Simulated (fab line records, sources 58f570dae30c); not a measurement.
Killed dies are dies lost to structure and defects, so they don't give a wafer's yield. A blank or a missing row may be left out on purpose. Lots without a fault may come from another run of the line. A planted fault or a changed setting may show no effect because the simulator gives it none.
Which tool did it? | flow berkeley_cmos170 | 7 lots, 21 wafers sampled, at 3 steps of a route of 331

WHAT THE GAUGES READ, wafer by wafer
UCB170_M3_CD_MEAS_15: target cd 700 nm.
lot  | measured     | on        | cd_nm (nm)
L439 | day 9 17:58  | cd_sem-01 | 697.8 698.7 699.9
L441 | day 9 20:57  | cd_sem-01 | 700.1 698.3 697.7
L444 | day 10 13:34 | cd_sem-01 | 702.1 701.1 702.8
L448 | day 11 10:26 | cd_sem-02 | 701.2 701.1 701.6
L451 | day 12 04:35 | cd_sem-02 | 698.7 700.0 700.5
L452 | day 12 10:25 | cd_sem-02 | - - -
L457 | day 13 19:31 | cd_sem-02 | 700.8 699.8 700.1

WHICH TOOL RAN EACH LOT (tool, then ch and the chambers of the sampled wafers, then the start)
lot  | UCB170_M3_SPUTTER_01         | UCB170_M3_PEB_13
L439 | pvd_sputter-01, day 9 15:52  | litho_track-03 ch 0, day 9 17:41
L441 | pvd_sputter-03, day 9 18:50  | litho_track-01 ch 0, day 9 20:40
L444 | pvd_sputter-01, day 10 10:28 | litho_track-04 ch 0, day 10 13:14
L448 | pvd_sputter-03, day 11 08:20 | litho_track-04 ch 0, day 11 10:10
L451 | pvd_sputter-01, day 12 02:35 | litho_track-03 ch 0, day 12 04:18
L452 | pvd_sputter-01, day 12 07:03 | litho_track-01, day 12 10:08
L457 | pvd_sputter-01, day 13 16:41 | litho_track-01 ch 0, day 13 19:14
- UCB170_M3_SPUTTER_01: material Al, target thk 900 nm, time 120 s.
- UCB170_M3_PEB_13

THE ANSWER, worked out from the rows above alone
Rule: what is usual is taken from the lots themselves. Put in order of their means at a reading, lots are off if they are a third of the lots or fewer, leave a main group of 4 or more, and stand apart from it by a gap of 3 or more times the standard deviation of the main group's means; of several such gaps the widest counts. A main group whose means are all the same, to the digits that the tables above print for the reading, isn't used. A lot without any number at a reading at which 4 lots or more have one is off too. The other lots that the step has rows for count as sound.
Off: L452, at UCB170_M3_CD_MEAS_15 (cd_nm). Without a number there: L452. The main group: mean 700.1 nm, standard deviation 1.2.
A tool fits if, at a process step before that reading, it ran every lot that is off, and no sound lot after the first of them. The gauges at UCB170_M3_CD_MEAS_15 are tried like those tools. None of those tried fits.

WHAT THE SIMULATOR HAD PUT IN
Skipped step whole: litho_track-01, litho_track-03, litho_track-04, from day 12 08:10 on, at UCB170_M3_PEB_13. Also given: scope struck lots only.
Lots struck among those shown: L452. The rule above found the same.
